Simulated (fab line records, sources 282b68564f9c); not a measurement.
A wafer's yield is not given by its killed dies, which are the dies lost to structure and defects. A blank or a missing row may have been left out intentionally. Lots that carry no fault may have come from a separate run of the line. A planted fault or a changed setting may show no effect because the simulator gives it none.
Which tool did it? + flow ritCmos + 21 wafers from 7 lots sampled at 2 of the route's 202 steps

== WHAT THE GAUGES SHOWED, per wafer ==
RIT_CONTACT_THK_MEAS_01.
| lot  | measured    | on           | CONTACT_TEOS_THK (nm)   |
|------|-------------|--------------|-------------------------|
| L754 | day 3 22:14 | filmMetro-02 | 391 394 399             |
| L756 | day 4 12:15 | filmMetro-01 | 402 406 407             |
| L759 | day 5 02:41 | filmMetro-03 | 396 402 403             |
| L766 | day 6 06:21 | filmMetro-03 | 228 396 397 228 396 397 |
| L769 | day 6 23:28 | filmMetro-02 | 399 396 397             |
| L772 | day 7 13:04 | filmMetro-01 | 397 403 406             |
| L775 | day 8 07:29 | filmMetro-02 | 395 399 398             |

== TOOL THAT RAN EACH LOT (tool first, then ch and the chambers of the sampled wafers, then the start) ==
| lot  | RIT_CONTACT_CVD_00             |
|------|--------------------------------|
| L754 | pecvd-04 ch 0,1,2, day 3 22:10 |
| L756 | pecvd-02 ch 0,2, day 4 12:11   |
| L759 | pecvd-02 ch 0,1, day 5 02:38   |
| L766 | pecvd-02 ch 0,1,2, day 6 06:18 |
| L769 | pecvd-04 ch 0,2, day 6 23:25   |
| L772 | pecvd-04 ch 1,2, day 7 13:01   |
| L775 | pecvd-04 ch 0,1,2, day 8 07:26 |
- RIT_CONTACT_CVD_00: deposits SiO2 from TEOS, target thk 400 nm, time 61 s.

== THE ANSWER, worked out from the rows above alone ==
Rule: what is usual is taken from the lots themselves. Put in order of their means at a reading, lots are off if they are a third of the lots or fewer, leave a main group of 4 or more, and stand apart from it by a gap of 3 or more times the standard deviation of the main group's means; of several such gaps the widest counts. Not used: any main group whose means are identical at the precision the tables above print for the reading. Also off: a lot with no number at a reading for which 4 or more lots have one. Any other lot the step has rows for is counted as sound.
Off: at RIT_CONTACT_THK_MEAS_01 (CONTACT_TEOS_THK), L766. For the main group the mean is 399 nm and the standard deviation 3.4.
If a tool, at a process step before that reading, ran all the lots that are off and no sound lot after the first of them, it fits. Gauges at RIT_CONTACT_THK_MEAS_01: tried the same way as those tools. This does not decide it: 2 tools fit, namely pecvd-02 at RIT_CONTACT_CVD_00 and filmMetro-03 at RIT_CONTACT_THK_MEAS_01.

== WHAT WAS PUT IN BY THE SIMULATOR ==
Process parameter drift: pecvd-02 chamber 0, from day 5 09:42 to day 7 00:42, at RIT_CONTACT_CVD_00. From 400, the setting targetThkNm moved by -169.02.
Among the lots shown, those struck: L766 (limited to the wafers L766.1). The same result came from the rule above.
